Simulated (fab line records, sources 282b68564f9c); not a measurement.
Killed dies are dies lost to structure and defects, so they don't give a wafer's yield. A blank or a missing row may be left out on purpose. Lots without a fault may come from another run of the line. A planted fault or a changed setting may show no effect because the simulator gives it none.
fab line records | flow rit_cmos
record lots=14 wafers=42 last_day=7
route steps=202 shown PLDD@122
lots that met no fault: from a run of the same line without faults
start_h: hours from the record's first day to the start of the lot's first wafer shown | wait_h: hours since the lot's step before | " the same as in the row above | L1.1+2: a row that stands for several wafers | - no value, or no start given | * or withheld: withheld | < > ~ a bound
route shown NAME@n: a module of which the file shows steps, and the number in the route of the first | usual: mean/standard deviation of fault-free wafers | same: alike in all rows | chamber/n: place in a boat | sites: the reading at each site | _std_site: their standard deviation | _edge_site: outer sites' mean less inner sites' | radius_mm: how far each site lies from the wafer's centre | mask NAME#n: copy n | behind: the tool/chamber that last shaped the wafer | hold: why the lot was held/for how many hours/how that ended | device: the transistor (n, p or np) that didn't switch | end of line: the same wafers' tests at the end of the route | a step without rows: its recipe alone | killed: dies lost to structure and defects at the first sort, not the wafer's yield | map: a wafer's dies, x killed, . not, _ none there
set.NAME: the setting as run; set.NAME@STEP: as run at that earlier step | model.NAME: the simulator's own value behind a step, which no gauge read
steps of the route over a sample of lots; a table a step, a row a wafer
services: from which hour (start_h, from the record's first day; less than 0 if before it) a tool's chamber was out of use, for how many hours, and why
## steps
# step RIT_PLDD_IMPLANT_08
# recipe species=BF2 energy_kev=20 dose_cm2=9e+14 tilt_deg=7
# same implant_ion_amu=49
# columns lot.wafer tool chamber start_h wait_h
L293.1+3+5 implanter-04 0 59.97 0.1
L294.2+3+6 implanter-01 0 63.65 0.1
L296.1+2+6 implanter-01 0 70.88 0.1
L297.4+5+6 implanter-01 0 75.48 0.1
L299.2+5+6 implanter-03 0 88.08 0.1
L300.2+3+5 implanter-01 0 91.42 0.1
L301.4+5+6 implanter-01 0 97.84 0.1
L303.1+5+6 implanter-01 0 106.23 0.1
L304.1+2+6 implanter-01 0 112.44 0.1
L305.1+3+4 implanter-04 0 116.65 0.1
L306.1+2+5 implanter-03 0 119.55 0.1
L307.1+3+4 implanter-01 0 124.87 0.1
L308.2+4+5 implanter-03 0 131.17 0.1
L312.2+5+6 implanter-04 0 154.88 0.1
# step RIT_PLDD_TW_MEAS_10
# usual PLDD_TW=2348/13
# columns lot.wafer tool chamber start_h wait_h PLDD_TW
L293.1 film_metro-02 - 60.30 0.1 2350
L293.3 " - " " 2346
L293.5 " - " " 2344
L294.2 film_metro-03 - 63.96 0.1 2332
L294.3 " - " " 2345
L294.6 " - " " 2330
L296.1 film_metro-04 - 71.21 0.1 2370
L296.2 " - " " 2360
L296.6 " - " " 2376
L297.4 film_metro-04 - 75.76 0.1 2353
L297.5 " - " " 2357
L297.6 " - " " 2363
L299.2 film_metro-02 - 88.39 0.1 2369
L299.5 " - " " 2360
L299.6 " - " " 2360
L300.2 film_metro-03 - 91.73 0.1 2328
L300.3 " - " " 2321
L300.5 " - " " 2328
L301.4 film_metro-04 - 98.12 0.1 2350
L301.5 " - " " 2354
L301.6 " - " " 2350
L303.1 film_metro-04 - 106.56 0.1 2339
L303.5 " - " " 2344
L303.6 " - " " 2349
L304.1 film_metro-04 - 112.76 0.1 2313
L304.2 " - " " 2320
L304.6 " - " " 2313
L305.1 film_metro-04 - 116.98 0.1 2345
L305.3 " - " " 2349
L305.4 " - " " 2349
L306.1 film_metro-02 - 119.87 0.1 2350
L306.2 " - " " 2338
L306.5 " - " " 2338
L307.1 film_metro-03 - 125.20 0.1 2309
L307.3 " - " " 2298
L307.4 " - " " 2300
L308.2 film_metro-02 - 131.48 0.1 2354
L308.4 " - " " 2336
L308.5 " - " " 2354
L312.2 film_metro-04 - 155.19 0.1 2377
L312.5 " - " " 2369
L312.6 " - " " 2362
# step RIT_SDANNEAL_RS_MEAS_06
# recipe thk_meas_gauge=four-point-probe
# usual PLDD_RS=178.7/0.52
# columns lot.wafer tool chamber start_h wait_h PLDD_RS[ohm/sq]
L293.1 film_metro-03 - 66.70 0.1 178.9
L293.3 " - " " 178.3
L293.5 " - " " 178.3
L294.2 film_metro-03 - 70.20 0.1 178.7
L294.3 " - " " 179.2
L294.6 " - " " 178.8
L296.1 film_metro-03 - 78.13 0.1 178.0
L296.2 " - " " 177.8
L296.6 " - " " 178.0
L297.4 film_metro-02 - 82.12 0.1 177.9
L297.5 " - " " 178.3
L297.6 " - " " 178.6
L299.2 film_metro-02 - 96.26 0.1 178.6
L299.5 " - " " 178.2
L299.6 " - " " 178.5
L300.2 film_metro-04 - 101.05 0.1 179.9
L300.3 " - " " 180.2
L300.5 " - " " 180.2
L301.4 film_metro-03 - 107.10 0.1 178.3
L301.5 " - " " 178.4
L301.6 " - " " 178.0
L303.1 film_metro-03 - 113.92 0.1 179.4
L303.5 " - " " 179.0
L303.6 " - " " 179.2
L304.1 film_metro-02 - 119.15 0.1 183.3
L304.2 " - " " 183.7
L304.6 " - " " 184.2
L305.1 film_metro-02 - 123.50 0.1 178.9
L305.3 " - " " 178.8
L305.4 " - " " 178.7
L306.1 film_metro-02 - 126.07 0.1 178.4
L306.2 " - " " 178.5
L306.5 " - " " 178.4
L307.1 film_metro-03 - 131.72 0.1 183.8
L307.3 " - " " 183.6
L307.4 " - " " 184.3
L308.2 film_metro-03 - 137.85 0.1 179.3
L308.4 " - " " 179.0
L308.5 " - " " 179.4
L312.2 film_metro-03 - 162.53 0.1 178.7
L312.5 " - " " 179.5
L312.6 " - " " 179.6
## services
# columns tool chamber start_h hours kind
implanter-03 - 67.24 5.5 repair
implanter-04 - 72.57 1.8 repair
implanter-04 - 81.14 3.6 pm
implanter-04 - 132.80 1.8 repair
## key
first_sign step=RIT_PLDD_TW_MEAS_10 reading=PLDD_TW direction=down sigmas=3 usual=2348 struck=2309
effect step=RIT_SDANNEAL_RS_MEAS_06 reading=PLDD_RS direction=up sigmas=9.9 usual=178.7 struck=183.8
met_at RIT_PLDD_IMPLANT_08
struck_lots L304,L307
tester_left_out L304,L307
onset_between 106.23 112.44
fault kind=process_parameter_drift tool=implanter-01 chamber=- onset_h=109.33 steps=RIT_PLDD_IMPLANT_08 channel=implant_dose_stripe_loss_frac offset=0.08 shape=step end_h=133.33
# tester_left_out: of these lots the tester's yield and bins aren't shown, on N5 and GAA mostly nor the transistor test; their killed dies are dies lost to structure and defects alone, not to doping, threshold or leakage, so they don't give the yield
